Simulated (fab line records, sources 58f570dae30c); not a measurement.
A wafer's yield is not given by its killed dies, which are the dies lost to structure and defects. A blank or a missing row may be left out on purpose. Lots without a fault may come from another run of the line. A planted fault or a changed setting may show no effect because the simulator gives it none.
Struck lot and sound lot, side by side | flow berkeleyCmos170 | 24 steps out of a route of 331
Sound: wafers L354.2, L354.3, L354.6. Wafers struck: L358.1, L358.2, L358.5. Last of all comes the cause.
Order at every step that has rows: each side's tool, ch and its chambers, its first start. Under that, the readings that differ: sound wafers | struck wafers | difference of the means | sigmas: that difference in standard deviations of wafers without a fault.
alike: same words and numbers on both sides, and readings whose means sit less than 2 such deviations apart. not compared: any withheld reading, any reading some wafer has no value for, any bound like >300 that may hide the same value, and any number with overlapping values for which the record gives no deviation.
A row with sigmas, a row that says differs or no value, or rows on one side alone: a step with any of these is where the two part. When numbers do not overlap yet have no deviation, they are printed without sigmas and do not part them. A reading that every wafer of one side lacks parts them only if that side has two wafers or more.

first, 4 steps without rows for these wafers: UCB170_PWELL_WET_ETCH_19 (etches Si3N4 in H3PO4, time 14400 s); UCB170_PWELL_WET_ETCH_20 (etches SiO2 in BOE, time 22 s); UCB170_WELLDRIVE_CLEAN_00 (cleans in SPM, time 600 s); UCB170_WELLDRIVE_OXIDATION_01 (target thk 199 nm, ox time 9000 s).
UCB170_WELLDRIVE_THK_MEAS_02:
  sound on filmMetro-04 at day 4 16:40; struck on filmMetro-04 at day 5 18:24
  alike: WELLDRIVE_OXIDE_THK
then, 5 steps without rows for these wafers: UCB170_WELLDRIVE_ANNEAL_03 (time 900 s); UCB170_WELLDRIVE_WET_ETCH_04 (etches SiO2 in BOE, time 120 s); UCB170_ACTIVE_CLEAN_00 (cleans in SPM, time 600 s); UCB170_ACTIVE_CLEAN_01 (cleans in dHF, time 60 s); UCB170_ACTIVE_OXIDATION_02 (target thk 26.4 nm, ox time 1260 s).
UCB170_ACTIVE_THK_MEAS_03:
  sound on filmMetro-02 at day 5 00:56; struck on filmMetro-04 at day 6 03:10
  alike: ACTIVE_OXIDE_THK
then, 1 step without rows for these wafers: UCB170_ACTIVE_ANNEAL_04 (time 900 s).
UCB170_ACTIVE_CVD_05: deposits Si3N4 from SiH2Cl2/NH3, target thk 220 nm, time 3300 s.
  sound on lpcvd-02 ch 0, day 5 03:37; struck on lpcvd-02 ch 0, day 6 06:02
reading                                 | sound             | struck            | difference | sigmas
model.Si3N4_of_ACTIVE_CVD_05.thkNm (nm) | 220.6 221.4 219.4 | 273.1 274.5 274.6 | +53.6      | 
  alike: sih2cl2FlowSccm, spikeTcSourceC, zonePowerCentrePct
UCB170_ACTIVE_THK_MEAS_06:
  sound on filmMetro-02 at day 5 05:32; struck on filmMetro-02 at day 6 07:57
reading                 | sound             | struck            | difference | sigmas
ACTIVE_NITRIDE_THK (nm) | 220.8 221.3 219.3 | 273.2 274.7 274.8 | +53.8      | +30
then, 6 steps without rows for these wafers: UCB170_ACTIVE_HMDS_07 (prime time 60 s); UCB170_ACTIVE_COAT_08 (resist thk 900 nm); UCB170_ACTIVE_SOFTBAKE_09 (time 60 s); UCB170_ACTIVE_EXPOSE_10 (exposes mask ACTIVE, target cd 1200 nm); UCB170_ACTIVE_PEB_11; UCB170_ACTIVE_DEVELOP_12 (develop time 45 s).
UCB170_ACTIVE_CD_MEAS_13 targets a cd of 1200 nm.
  sound on cdSem-01 at day 5 06:50; struck on cdSem-01 at day 6 09:29
  alike: cdNm
UCB170_ACTIVE_OVL_MEAS_14:
  sound on overlay-02 at day 5 06:59; struck on overlay-02 at day 6 09:37
  alike: ACTIVE_OVL
UCB170_ACTIVE_ETCH_15: etches Si3N4 in CH3F/Ar/O2, stops on SiO2, target depth 242 nm, time 151 s.
  sound on rieDiel-02 ch 0,2,3, day 5 07:01; struck on rieDiel-01 ch 0,1,3, day 6 09:39
reading                 | sound             | struck            | difference | sigmas
oesProductAu (a.u.)     | 0.922 0.960 0.945 | 0.997 0.984 1.001 | +0.052     | +3
model.etch.depthNm (nm) | 220.6 221.4 219.4 | 238.8 244.6 238.6 | +20.2      | 
  alike: O2_flow_sccm, drypumpMotorCurrentA, throttleValvePct
  not compared: rfHoursCounterH
UCB170_ACTIVE_STRIP_16: strips in O2.
  sound on plasmaAsher-01 ch 0,1, day 5 07:07; struck on plasmaAsher-01 ch 0,1, day 6 09:45
  alike: drypumpMotorCurrentA, oesProductAu, stripTimeToEndpointS
  not compared: rfHoursCounterH

WHERE THEY PART
At UCB170_ACTIVE_THK_MEAS_06 first; at UCB170_ACTIVE_ETCH_15 last (within this record only). Later steps at which nothing parts them and some readings are alike: UCB170_ACTIVE_STRIP_16.

WHY: the cause the simulator had injected
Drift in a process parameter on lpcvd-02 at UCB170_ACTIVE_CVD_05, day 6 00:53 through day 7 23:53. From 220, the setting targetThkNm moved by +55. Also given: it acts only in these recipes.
